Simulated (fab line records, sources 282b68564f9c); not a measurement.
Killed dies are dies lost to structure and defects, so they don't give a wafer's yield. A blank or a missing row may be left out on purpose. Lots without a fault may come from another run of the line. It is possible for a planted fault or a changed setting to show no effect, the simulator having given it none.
Comparing a struck lot with a sound one ; flow rit-cmos ; 14 out of 202 route steps
Sound: these wafers, L855.1, L855.2, L855.5. Struck: wafers L865.1, L865.3, L865.4. The cause is given at the end.
Per side, at each step with rows, come the tool, then ch with its chambers, and then its first start. Under that, the readings that differ: sound wafers ; struck wafers ; difference of the means ; sigmas: that difference in standard deviations of wafers without a fault.
alike: readings whose means differ by less than 2 such deviations, and words and numbers that are the same on both sides. not compared: withheld readings, readings that some wafer has no value for, bounds like >300 that may hide the same value, and numbers for which the record gives no deviation and whose values overlap.
Wherever a step has rows on one side only, a row that says differs or no value, or a row with sigmas, the two part there. Numbers that have no deviation but don't overlap get no sigmas and don't part them. A reading that every wafer of one side lacks parts them only if that side has two wafers or more.

RIT_SILICIDE_RS_MEAS_02: measurement is done with a four-point probe.
  sound: film-metro-03 at day 4 10:27; struck: film-metro-02 at day 6 11:04
  alike: SILICIDE_TI_RS
RIT_SILICIDE_THK_MEAS_03: measures by xrf.
  sound: film-metro-03 at day 4 10:34; struck: film-metro-02 at day 6 11:11
  alike: SILICIDE_TI_THK
RIT_SILICIDE_RTA_04: time 10 s, ramp up 5 s, ramp down 5 s.
  sound on rtp-anneal-02 ch 0, day 4 10:38; struck on rtp-anneal-02 ch 0, day 6 11:15
  alike: chamber-o2-ppm, wafer_temp_C_max
then, 1 step without rows for these wafers: RIT_SILICIDE_WET_ETCH_05 (etches Ti in SPM, time 120 s).
RIT_SILICIDE_RTA_06: time 10 s, ramp up 5 s, ramp down 10 s.
  sound on rtp-anneal-01 ch 0, day 4 10:44; struck on rtp-anneal-01 ch 0, day 6 11:22
  alike: chamber-o2-ppm, wafer_temp_C_max
RIT_CONTACT_CVD_00: deposits SiO2 from TEOS, target thk 400 nm, time 61 s.
  sound on pecvd-02 ch 0,1, day 4 10:48; struck on pecvd-01 ch 0,1,2, day 6 11:26
  alike: heater-power-w, susceptor-temp-C
RIT_CONTACT_THK_MEAS_01:
  sound: film-metro-01 at day 4 10:51; struck: film-metro-04 at day 6 11:29
  alike: CONTACT_TEOS_THK
then, 5 steps without rows for these wafers: RIT_CONTACT_HMDS_02 (prime time 60 s); RIT_CONTACT_COAT_03 (resist thk 1000 nm); RIT_CONTACT_SOFTBAKE_04 (time 60 s); RIT_CONTACT_EXPOSE_05 (exposes mask M11, target cd 1000 nm); RIT_CONTACT_PEB_06.
RIT_CONTACT_DEVELOP_07: develop time 120 s.
  struck on litho-track-02, day 6 12:00; sound on litho-track-02 ch 0, day 4 11:00
  no value came back on the struck wafers for chill-plate-temp-C (C), develop-time-s (s), exhaust-pa (Pa); on the sound wafers chill-plate-temp-C (C) reads 23.03 22.88 22.85
RIT_CONTACT_CD_MEAS_08: the cd target is 1000 nm.
  sound: cd-sem-02 at day 4 12:11; struck: cd-sem-02 at day 6 12:31
reading;sound;struck;difference;sigmas
cd-nm (nm);995.6 995.9 997.7;- - -;no value on the struck wafers;

== WHERE THEY PART ==
First at RIT_CONTACT_DEVELOP_07; last, within this record, at RIT_CONTACT_CD_MEAS_08.

WHY: what the simulator had put in
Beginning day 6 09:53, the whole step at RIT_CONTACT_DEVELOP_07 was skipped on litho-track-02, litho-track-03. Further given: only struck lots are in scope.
